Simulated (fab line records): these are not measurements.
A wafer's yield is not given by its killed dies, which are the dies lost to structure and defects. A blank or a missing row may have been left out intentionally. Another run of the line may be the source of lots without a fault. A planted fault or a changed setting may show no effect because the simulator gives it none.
fab line records -- flow berkeleyCmos170
record: lots: 14, wafers: 42, lastDay: 13
route steps=331 shown M3@327
lots that met no fault: taken from a fault-free run of the same line
startH: hours from the record's opening day to when the first of the lot's shown wafers began -- waitH: hours from the lot's prior step to this one -- " same as the row above -- L1.1+2: several wafers, shown together as one row -- - either no value or no given start -- * or withheld: withheld -- < > ~ a bound
route shown NAME@n: a module of which the file shows steps, and the number in the route of the first -- usual: mean/standard deviation of fault-free wafers -- same: alike in all rows -- chamber/n: place in a boat -- sites: the reading at each site -- _std_site: standard deviation across them -- _edge_site: the outer-site mean with the inner-site mean subtracted -- radiusMm: for every site, how far away it sits from the centre of the wafer -- mask NAME#n: copy n -- behind: the last tool/chamber to shape the wafer -- hold: why the lot went on hold/how many hours it stayed there/how the hold came to an end -- device: the n, p or np transistor that did not switch -- end of line: the route-end tests of the same wafers -- a step without rows: its recipe alone -- killed: dies lost to structure and defects at the first sort, not the wafer's yield -- map: the dies of a wafer, with x for killed, . for not killed, _ for no die there
set.NAME: setting as actually run; set.NAME@STEP: the setting as run at that earlier step -- model.NAME: the simulator's own value behind a step, which no gauge read
steps of the route over a sample of lots; a table a step, a row a wafer
services: a tool's chamber out of use, with start hour (startH, from the record's first day; less than 0 if before it), hours out, and reason
== steps ==
step: UCB170_M3_METAL_ETCH_18
recipe: chemistry: Cl2/BCl3, target: Al, stopOn: SiO2, pressureMtorr: 12, targetDepthA: 11700, overEtchFrac: 0.3, timeS: 195, icpW: 600, biasW: 120, Cl2_flow_sccm: 90, bcl3FlowSccm: 45
usual: biasW: 120.0/0.36, drypumpMotorCurrentA: 5.7/0.34, oesProductAu: 0.852/0.01, rfFwdPowerW: 597.6/1.8, throttleValvePct: 24.47/0.22
same: timeS: 195
lot.wafer,tool,chamber,startH,waitH,biasW,drypumpMotorCurrentA,oesProductAu,rfFwdPowerW,rfHoursCounterH,throttleValvePct
L635.1,rieMetal-03,1,175.91,-,120.2,5.9,0.861,599.1,22,24.29
L635.2,rieMetal-03,0,175.91,-,120.0,5.3,0.830,597.8,7,24.43
L635.3,rieMetal-03,0,175.91,-,120.0,5.4,0.831,594.8,-,24.43
L636.2,rieMetal-04,0,187.67,-,119.7,5.1,0.851,599.7,-,24.60
L636.5,rieMetal-04,0,187.67,-,119.9,5.1,0.860,599.5,-,24.58
L636.6,rieMetal-04,0,187.67,-,119.5,5.2,0.855,598.7,-,24.59
L637.2,rieMetal-01,1,216.24,-,120.2,6.0,0.844,599.8,8,24.30
L637.4,rieMetal-01,1,216.24,-,120.0,5.9,0.858,596.9,-,24.30
L637.5,rieMetal-01,0,216.24,-,120.1,6.0,0.847,596.4,-,24.84
L639.1,rieMetal-04,1,216.27,-,120.1,5.7,0.863,598.6,14,24.30
L639.3,rieMetal-04,1,216.27,-,120.0,5.7,0.863,598.0,-,24.30
L639.6,rieMetal-04,1,216.27,-,120.0,5.7,0.865,595.9,-,24.31
L638.2,rieMetal-03,1,219.12,-,119.9,5.9,0.845,596.8,-,24.25
L638.4,rieMetal-03,1,219.12,-,120.0,5.8,0.847,595.8,-,24.26
L638.5,rieMetal-03,1,219.12,-,119.8,5.9,0.854,596.6,-,24.23
L641.2,rieMetal-04,1,225.54,-,120.3,5.7,0.872,598.7,14,24.30
L641.3,rieMetal-04,1,225.54,-,120.1,5.7,0.862,593.0,-,24.32
L641.4,rieMetal-04,0,225.54,-,119.6,5.1,0.850,596.2,-,24.59
L648.1,rieMetal-04,0,249.80,-,119.9,5.1,0.847,596.7,11,24.62
L648.3,rieMetal-04,0,249.80,-,119.8,5.1,0.856,595.1,-,24.59
L648.4,rieMetal-04,1,249.80,-,120.2,5.7,0.862,599.1,-,24.31
L647.1,rieMetal-01,0,250.56,-,120.3,6.0,0.856,595.7,4,24.86
L647.3,rieMetal-01,0,250.56,-,120.5,6.0,0.854,595.8,-,24.84
L647.6,rieMetal-01,1,250.56,-,120.7,6.0,0.850,597.5,-,24.31
L650.3,rieMetal-04,0,275.44,-,119.8,5.1,0.844,600.8,-,24.59
L650.4,rieMetal-04,0,275.44,-,120.6,5.1,0.853,596.7,-,24.60
L650.5,rieMetal-04,0,275.44,-,120.1,5.1,0.864,596.5,-,24.59
L649.1,rieMetal-01,0,276.14,-,120.1,6.0,0.845,598.2,4,24.85
L649.3,rieMetal-01,1,276.14,-,119.9,6.0,0.847,597.4,-,24.31
L649.4,rieMetal-01,0,276.14,-,120.2,6.0,0.843,596.7,-,24.85
L653.3,rieMetal-03,1,281.72,-,119.8,5.9,0.852,595.9,-,24.25
L653.4,rieMetal-03,0,281.72,-,119.8,5.3,0.842,597.8,-,24.43
L653.6,rieMetal-03,0,281.72,-,119.7,5.3,0.843,597.3,-,24.43
L652.1,rieMetal-04,1,282.08,-,120.0,5.7,0.882,600.3,0,24.43
L652.2,rieMetal-04,0,282.08,-,120.0,5.1,0.859,597.8,12,24.61
L652.4,rieMetal-04,0,282.08,-,120.6,5.2,0.853,598.4,-,24.61
L654.2,rieMetal-04,0,294.75,-,120.1,5.1,0.855,597.4,13,24.59
L654.5,rieMetal-04,1,294.75,-,120.2,5.7,0.879,596.7,-,24.43
L654.6,rieMetal-04,0,294.75,-,119.9,5.1,0.844,598.6,-,24.59
L657.1,rieMetal-03,1,310.38,-,120.2,5.9,0.856,596.6,4,24.24
L657.2,rieMetal-03,0,310.38,-,120.2,5.3,0.827,598.4,9,24.42
L657.6,rieMetal-03,0,310.38,-,119.8,5.3,0.835,597.6,-,24.42
step: UCB170_M3_STRIP_19
recipe: chemistry: O2, powerW: 400, pressureMtorr: 3500, platenTempC: withheld, o2FlowSccm: 400, overashFraction: 0.5
usual: drypumpMotorCurrentA: 6.14/0.28, oesProductAu: 0.544/0.015
lot.wafer,tool,chamber,startH,waitH,drypumpMotorCurrentA,oesProductAu,rfHoursCounterH
L635.1,plasmaAsher-04,0,176.10,0.1,6.36,0.570,52
L635.2,plasmaAsher-04,1,176.10,0.1,6.04,0.563,52
L635.3,plasmaAsher-04,0,176.10,0.1,6.37,0.570,-
L636.2,plasmaAsher-04,0,187.99,0.2,6.38,0.517,53
L636.5,plasmaAsher-04,0,187.99,0.2,6.36,0.516,-
L636.6,plasmaAsher-04,1,187.99,0.2,6.04,0.515,-
L637.2,plasmaAsher-04,0,216.42,0.1,6.36,0.535,56
L637.4,plasmaAsher-04,1,216.42,0.1,6.03,0.542,-
L637.5,plasmaAsher-04,0,216.42,0.1,6.38,0.544,-
L639.1,plasmaAsher-02,0,216.46,0.1,6.22,0.522,43
L639.3,plasmaAsher-02,0,216.46,0.1,6.21,0.530,-
L639.6,plasmaAsher-02,1,216.46,0.1,5.70,0.526,-
L638.2,plasmaAsher-04,1,219.54,0.3,6.06,0.546,57
L638.4,plasmaAsher-04,1,219.54,0.3,6.06,0.553,-
L638.5,plasmaAsher-04,0,219.54,0.3,6.37,0.547,-
L641.2,plasmaAsher-04,0,225.72,0.1,6.36,0.529,58
L641.3,plasmaAsher-04,0,225.72,0.1,6.36,0.538,-
L641.4,plasmaAsher-04,1,225.72,0.1,6.07,0.529,-
L648.1,plasmaAsher-03,0,249.99,0.1,6.48,0.526,13
L648.3,plasmaAsher-03,1,249.99,0.1,5.88,0.515,-
L648.4,plasmaAsher-03,0,249.99,0.1,6.50,0.530,-
L647.1,plasmaAsher-02,1,250.74,0.1,5.69,0.390,47
L647.3,plasmaAsher-02,0,250.74,0.1,6.22,0.399,-
L647.6,plasmaAsher-02,1,250.74,0.1,5.68,0.547,-
L650.3,plasmaAsher-03,0,275.72,0.2,6.53,0.535,-
L650.4,plasmaAsher-03,1,275.72,0.2,5.88,0.527,-
L650.5,plasmaAsher-03,1,275.72,0.2,5.87,0.528,-
L649.1,plasmaAsher-04,0,276.33,0.1,6.37,0.395,63
L649.3,plasmaAsher-04,0,276.33,0.1,6.37,0.536,-
L649.4,plasmaAsher-04,1,276.33,0.1,6.04,0.383,-
L653.3,plasmaAsher-02,1,281.88,0.1,5.67,0.553,-
L653.4,plasmaAsher-02,0,281.88,0.1,6.21,0.549,-
L653.6,plasmaAsher-02,1,281.88,0.1,5.70,0.561,-
L652.1,plasmaAsher-04,0,282.27,0.1,6.38,0.537,64
L652.2,plasmaAsher-04,1,282.27,0.1,6.03,0.523,64
L652.4,plasmaAsher-04,0,282.27,0.1,6.38,0.524,-
L654.2,plasmaAsher-02,0,294.93,0.1,6.22,0.526,51
L654.5,plasmaAsher-02,1,294.93,0.1,5.69,0.529,-
L654.6,plasmaAsher-02,0,294.93,0.1,6.23,0.514,-
L657.1,plasmaAsher-02,0,310.57,0.1,6.22,0.551,53
L657.2,plasmaAsher-02,1,310.57,0.1,5.70,0.552,53
L657.6,plasmaAsher-02,0,310.57,0.1,6.22,0.563,-
step: UCB170_M3_CD_MEAS_90
recipe: targetCdNm: 700
usual: cdNm: 699.4/2.7
lot.wafer,tool,chamber,startH,waitH,cdNm
L635.1,cdSem-01,-,176.26,0.1,701.3
L635.2,cdSem-01,-,176.26,0.1,701.7
L635.3,cdSem-01,-,176.26,0.1,702.7
L636.2,cdSem-01,-,188.11,0.1,695.0
L636.5,cdSem-01,-,188.11,0.1,696.1
L636.6,cdSem-01,-,188.11,0.1,696.4
L637.2,cdSem-02,-,216.54,0.1,699.3
L637.4,cdSem-02,-,216.54,0.1,698.8
L637.5,cdSem-02,-,216.54,0.1,699.1
L639.1,cdSem-01,-,216.62,0.1,702.9
L639.3,cdSem-01,-,216.62,0.1,702.9
L639.6,cdSem-01,-,216.62,0.1,699.2
L638.2,cdSem-01,-,219.66,0.1,699.3
L638.4,cdSem-01,-,219.66,0.1,698.9
L638.5,cdSem-01,-,219.66,0.1,701.3
L641.2,cdSem-02,-,225.84,0.1,698.9
L641.3,cdSem-02,-,225.84,0.1,698.8
L641.4,cdSem-02,-,225.84,0.1,696.1
L648.1,cdSem-01,-,250.09,0.1,693.4
L648.3,cdSem-01,-,250.09,0.1,693.9
L648.4,cdSem-01,-,250.09,0.1,702.8
L647.1,cdSem-01,-,250.84,0.1,690.3
L647.3,cdSem-01,-,250.84,0.1,690.2
L647.6,cdSem-01,-,250.84,0.1,700.6
L650.3,cdSem-01,-,275.83,0.1,698.5
L650.4,cdSem-01,-,275.83,0.1,698.7
L650.5,cdSem-01,-,275.83,0.1,697.5
L649.1,cdSem-01,-,276.43,0.1,686.3
L649.3,cdSem-01,-,276.43,0.1,700.0
L649.4,cdSem-01,-,276.43,0.1,688.1
L653.3,cdSem-01,-,281.99,0.1,696.9
L653.4,cdSem-01,-,281.99,0.1,705.8
L653.6,cdSem-01,-,281.99,0.1,698.3
L652.1,cdSem-02,-,282.37,0.1,698.1
L652.2,cdSem-02,-,282.37,0.1,699.3
L652.4,cdSem-02,-,282.37,0.1,698.3
L654.2,cdSem-02,-,295.05,0.1,697.8
L654.5,cdSem-02,-,295.05,0.1,700.1
L654.6,cdSem-02,-,295.05,0.1,697.8
L657.1,cdSem-02,-,310.67,0.1,699.1
L657.2,cdSem-02,-,310.67,0.1,696.7
L657.6,cdSem-02,-,310.67,0.1,697.9
== services ==
tool,chamber,startH,hours,kind
plasmaAsher-03,-,158.33,0.9,repair
rieMetal-03,1,183.66,-,clean
rieMetal-03,1,183.66,14.6,scheduledDown
rieMetal-03,1,183.66,14.6,ventCycle
rieMetal-04,1,186.35,4.5,repair
rieMetal-01,0,197.52,1.6,repair
rieMetal-03,0,202.77,19.9,repair
rieMetal-04,1,265.47,-,clean
rieMetal-04,1,265.47,15.0,scheduledDown
rieMetal-04,1,265.47,15.0,ventCycle
plasmaAsher-03,-,290.25,1.4,repair
== key ==
firstSign: step: UCB170_M3_STRIP_19, reading: oesProductAu, direction: down, sigmas: 10, usual: 0.544, struck: 0.392
effect: step: UCB170_M3_CD_MEAS_90, reading: cdNm, direction: down, sigmas: 4, usual: 699.4, struck: 688.7
metAt UCB170_M3_METAL_ETCH_18
struckLots L647,L649
struckWafers L647.1,L647.3,L649.1,L649.4
onsetBetween 216.24 250.56
fault: kind: processParameterDrift, tool: rieMetal-01, chamber: 0, onsetH: 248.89, steps: UCB170_M3_METAL_ETCH_18, channel: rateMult, offset: 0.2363, shape: step, endH: 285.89
